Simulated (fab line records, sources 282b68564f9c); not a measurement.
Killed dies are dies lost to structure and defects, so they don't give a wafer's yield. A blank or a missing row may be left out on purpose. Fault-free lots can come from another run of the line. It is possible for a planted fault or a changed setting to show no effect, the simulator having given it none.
The tool behind it: which one? -- flow rit cmos -- 7 lots with 21 wafers sampled at 2 steps, on a route of 202 steps

== WHAT THE GAUGES SHOWED, per wafer ==
RIT_WELLDRIVE_RS_MEAS_01: uses a four-point probe to measure.
lot,measured,on,NWELL_RS (ohm/sq)
L998,day 2 11:35,film metro-03,275.0 275.7 275.9
L100,day 2 22:55,film metro-04,276.3 275.3 276.1
L103,day 3 12:35,film metro-03,275.2 274.5 275.9
L106,day 4 05:20,film metro-03,276.7 276.2 276.5
L109,day 4 17:58,film metro-04,320.7 320.3 320.5
L113,day 5 13:47,film metro-01,274.4 274.4 274.9
L119,day 6 19:38,film metro-03,276.0 276.6 276.0

== WHICH TOOL RAN EACH LOT (tool, then ch and the chambers of the sampled wafers, then the start) ==
lot,RIT_WELLDRIVE_ANNEAL_00
L998,"furnace-04 ch 0, day 2 06:30"
L100,"furnace-04 ch 0, day 2 17:49"
L103,"furnace-01 ch 0, day 3 07:30"
L106,"furnace-01 ch 0, day 4 00:14"
L109,"furnace-04 ch 0, day 4 12:49"
L113,"furnace-01 ch 0, day 5 08:42"
L119,"furnace-01 ch 0, day 6 14:31"
- RIT_WELLDRIVE_ANNEAL_00: time 14700 s.

== THE ANSWER, worked out from the rows above alone ==
Rule: the lots themselves supply what counts as usual. Put in order of their means at a reading, lots are off if they are a third of the lots or fewer, leave a main group of 4 or more, and stand apart from it by a gap of 3 or more times the standard deviation of the main group's means; of several such gaps the widest counts. If all means in a main group match to the digits the tables above print for the reading, that group is not used. Also off: a lot with no number at a reading for which 4 or more lots have one. All remaining lots with rows at the step are treated as sound.
Off: at RIT_WELLDRIVE_RS_MEAS_01 (NWELL_RS), L109. Mean 275.6 ohm/sq and standard deviation 0.64 in the main group.
If a tool, at a process step before that reading, ran all the lots that are off and no sound lot after the first of them, it fits. Gauges at RIT_WELLDRIVE_RS_MEAS_01: tried the same way as those tools. This does not decide it: 2 tools fit, namely furnace-04 at RIT_WELLDRIVE_ANNEAL_00 and film metro-04 at RIT_WELLDRIVE_RS_MEAS_01.

== WHAT THE SIMULATOR HAD PUT IN ==
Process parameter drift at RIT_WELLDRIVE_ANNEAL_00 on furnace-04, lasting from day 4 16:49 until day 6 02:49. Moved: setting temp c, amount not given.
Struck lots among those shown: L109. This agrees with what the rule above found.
